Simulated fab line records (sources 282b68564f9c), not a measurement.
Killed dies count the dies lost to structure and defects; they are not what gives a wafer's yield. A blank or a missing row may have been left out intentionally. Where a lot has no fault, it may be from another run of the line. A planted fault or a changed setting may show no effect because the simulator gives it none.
2 desks looking at one fault	flow ritCmos	each desk has only its own numbers; what lay behind them comes last

## METROLOGY DESK
What the gauges read, lot by lot, whatever tool the lot ran on: means of the sampled wafers that have a number. A lot is out of limits, marked OUT, if its mean lies more than 4 standard deviations from the usual mean; the brackets give that distance.
Columns: A = M1_AL_RS at RIT_M1_RS_MEAS_01, usual 0.0735 ohm/sq; B = M1_AL_THK at RIT_M1_THK_MEAS_02, usual 398 nm
lot	first seen here	A	B
L361	day 3 14:41	0.0735	398
L362	day 3 21:47	0.0748	393
L363	day 3 23:13	0.0736	398
L367	day 4 17:23	0.0733	396
L370	day 5 11:47	0.0648 (-12) OUT	472 (+18) OUT
L371	day 5 15:56	0.0734	398
L374	day 6 12:01	0.0736	399
L376	day 7 00:29	0.0737	395
L378	day 7 04:44	0.0736	398
L380	day 7 18:37	0.0738	397
L381	day 7 22:53	0.0741	394
L382	day 8 02:53	0.0740	396
L383	day 8 07:10	0.0729	401
This desk's result: L370 out of limits, first on L370 (M1_AL_RS at RIT_M1_RS_MEAS_01), day 5 11:47. Within limits: L361, L362, L363, L367, L371, L374, L376, L378, L380, L381, L382, L383.

## FOR THE TOOL OWNER'S DESK: pvdSputter-01
The tool's own readings at RIT_M1_SPUTTER_00 (material Al, target thk 400 nm, time 500 s): means of the sampled wafers that have a number, for each lot that ran on this tool. A lot is out of limits, marked OUT, if its mean lies more than 4 standard deviations from the usual mean; the brackets give that distance.
Columns: A = throttleValvePct at RIT_M1_SPUTTER_00, usual 29.7 %
lot	first seen here	A
L361	day 3 14:23	29.9
L363	day 3 22:53	29.7
L370	day 5 11:29	30.2
This desk's finding: nothing out of limits on any of the 3 lots.

## ALL TOGETHER
L370 would have let the metrology desk raise an alarm at day 5 11:47.
The tool owner's desk saw nothing out of limits.
Tool owner's desk: L370 on record, inside its limits.
The lots listed all ran RIT_M1_SPUTTER_00 on pvdSputter-01.

## WHAT THE SIMULATOR HAD INSERTED
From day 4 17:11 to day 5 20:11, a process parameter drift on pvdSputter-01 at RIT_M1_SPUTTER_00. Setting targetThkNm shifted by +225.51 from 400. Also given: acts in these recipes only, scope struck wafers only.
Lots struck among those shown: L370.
Time in hours between the start of the fault and the first out-of-limits reading at each desk: metrology desk, 19.
